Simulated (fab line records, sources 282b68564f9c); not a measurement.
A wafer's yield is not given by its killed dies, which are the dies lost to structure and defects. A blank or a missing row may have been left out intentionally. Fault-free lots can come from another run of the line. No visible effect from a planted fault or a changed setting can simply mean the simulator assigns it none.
Comparing a struck lot with a sound one || flow rit_cmos || 33 steps out of a route of 202
Sound: the wafers L377.2, L377.3, L377.6. Wafers struck: L383.1, L383.3, L383.4. The cause comes at the end.
Per side, at each step with rows, come the tool, then ch with its chambers, and then its first start. Under that, the readings that differ: sound wafers || struck wafers || difference of the means || sigmas: that difference in standard deviations of wafers without a fault.
alike: same words and numbers on both sides, and readings whose means sit less than 2 such deviations apart. not compared: any withheld reading, any reading some wafer has no value for, any bound like >300 that may hide the same value, and any number with overlapping values for which the record gives no deviation.
The two part at a step that has a row with sigmas, a row that says differs or no value, or rows on one side only. Numbers that have no deviation but don't overlap get no sigmas and don't part them. Lack of a reading on every wafer of one side parts them only where that side has two or more wafers.

first, 6 steps without rows for these wafers: RIT_CONTACT_HMDS_02 (prime time 60 s); RIT_CONTACT_COAT_03 (resist thk 1000 nm); RIT_CONTACT_SOFTBAKE_04 (time 60 s); RIT_CONTACT_EXPOSE_05 (exposes mask M11, target cd 1000 nm); RIT_CONTACT_PEB_06; RIT_CONTACT_DEVELOP_07 (develop time 120 s).
RIT_CONTACT_CD_MEAS_08: target cd 1000 nm.
  sound: cd_sem-02 at day 4 08:58; struck: cd_sem-02 at day 5 18:38
{"reading": "cd_nm (nm)", "sound": "1003.9 1001.4 1003.1", "struck": "998.0 996.4 997.2", "difference": -5.6, "sigmas": -2}
RIT_CONTACT_OVL_MEAS_09:
  sound: overlay-02 at day 4 09:04; struck: overlay-02 at day 5 18:45
  alike: CONTACT_OVL
then, 1 step without rows for these wafers: RIT_CONTACT_HARDBAKE_10 (time 60 s).
RIT_CONTACT_ETCH_11: etches SiO2 in CHF3/CF4/Ar, stops on TiSi2, target depth 480 nm, time 320 s.
  sound on rie_diel-04 ch 0,2, day 4 09:18; struck on rie_diel-01 ch 0,2,3, day 5 18:56
  alike: drypump_motor_current_A, oes_product_au, throttle_valve_pct
  not compared: rf_hours_counter_h
RIT_CONTACT_STRIP_12: strips in O2, time 180 s.
  sound on plasma_asher-03 ch 0,1, day 4 09:30; struck on plasma_asher-03 ch 0,1, day 5 19:08
  alike: drypump_motor_current_A
  not compared: rf_hours_counter_h
RIT_CONTACT_CD_MEAS_90: target cd 1000 nm.
  sound: cd_sem-02 at day 4 09:41; struck: cd_sem-02 at day 5 19:18
{"reading": "cd_nm (nm)", "sound": "1003.6 1001.0 1003.1", "struck": "998.0 996.2 997.6", "difference": -5.3, "sigmas": -2}
RIT_CONTACT_CLEAN_13: cleans in SC1, time 600 s.
  sound on wet_bench-03 ch 1, day 4 09:47; struck on wet_bench-04 ch 2, day 5 19:25
then, 1 step without rows for these wafers: RIT_CONTACT_CLEAN_14 (cleans in SC2, time 600 s).
RIT_M1_SPUTTER_00: material Al, target thk 400 nm, time 500 s.
  sound: pvd_sputter-04 at day 4 10:10; struck: pvd_sputter-04 at day 5 19:47
  alike: throttle_valve_pct
RIT_M1_RS_MEAS_01: uses a four-point probe to measure.
  sound: film_metro-01 at day 4 10:28; struck: film_metro-03 at day 5 20:05
  alike: M1_AL_RS
RIT_M1_THK_MEAS_02: measures by xrf.
  sound: film_metro-01 at day 4 10:35; struck: film_metro-03 at day 5 20:12
  alike: M1_AL_THK
then, 6 steps without rows for these wafers: RIT_M1_HMDS_03 (prime time 60 s); RIT_M1_COAT_04 (resist thk 1300 nm); RIT_M1_SOFTBAKE_05 (time 60 s); RIT_M1_EXPOSE_06 (exposes mask M12, target cd 2600 nm); RIT_M1_PEB_07; RIT_M1_DEVELOP_08 (develop time 68 s).
RIT_M1_CD_MEAS_09: target cd 2600 nm.
  sound: cd_sem-02 at day 4 11:32; struck: cd_sem-01 at day 5 21:19
  alike: cd_nm
RIT_M1_OVL_MEAS_10:
  sound: overlay-01 at day 4 11:38; struck: overlay-01 at day 5 21:26
  alike: M1_OVL
then, 1 step without rows for these wafers: RIT_M1_HARDBAKE_11 (time 120 s).
RIT_M1_METAL_ETCH_12: etches Al in Cl2/BCl3, stops on SiO2, time 165 s, target depth 600 nm.
  sound on rie_metal-04 ch 0,1, day 4 11:55; struck on rie_metal-04 ch 0,1, day 5 21:43
  alike: drypump_motor_current_A, oes_product_au, throttle_valve_pct
  not compared: rf_hours_counter_h
then, 1 step without rows for these wafers: RIT_M1_STRIP_13 (strips in nmp, time 600 s).
RIT_M1_STRIP_14: strips in O2, time 180 s.
  sound on plasma_asher-03 ch 0,1, day 4 12:16; struck on plasma_asher-02 ch 0,1, day 5 22:03
  alike: drypump_motor_current_A
  not compared: rf_hours_counter_h
RIT_M1_CD_MEAS_90: target cd 2600 nm.
  sound: cd_sem-01 at day 4 12:28; struck: cd_sem-01 at day 5 22:13
  alike: cd_nm
then, 1 step without rows for these wafers: RIT_M1_ANNEAL_15 (time 1723 s).
RIT_M1_BOW_MEAS_16:
  sound: film_metro-01 at day 4 14:05; struck: film_metro-04 at day 5 23:50
  alike: M1_BOW
RIT_M1_PROBE_99:
  sound: prober-02 at day 4 14:14; struck: prober-02 at day 5 23:58
{"reading": "killed_at_contacts", "sound": "0 0 0", "struck": "24 28 24", "difference": "+25", "sigmas": "+75"}
{"reading": "killed_dies", "sound": "4 3 8", "struck": "30 36 32", "difference": "+28", "sigmas": "+10"}
  alike: killed_at_front_end, killed_on_rim, killed_open, killed_short

== WHERE THEY PART ==
At RIT_CONTACT_CD_MEAS_08 first; at RIT_M1_PROBE_99 last (within this record only).

WHY: what had been put in by the simulator
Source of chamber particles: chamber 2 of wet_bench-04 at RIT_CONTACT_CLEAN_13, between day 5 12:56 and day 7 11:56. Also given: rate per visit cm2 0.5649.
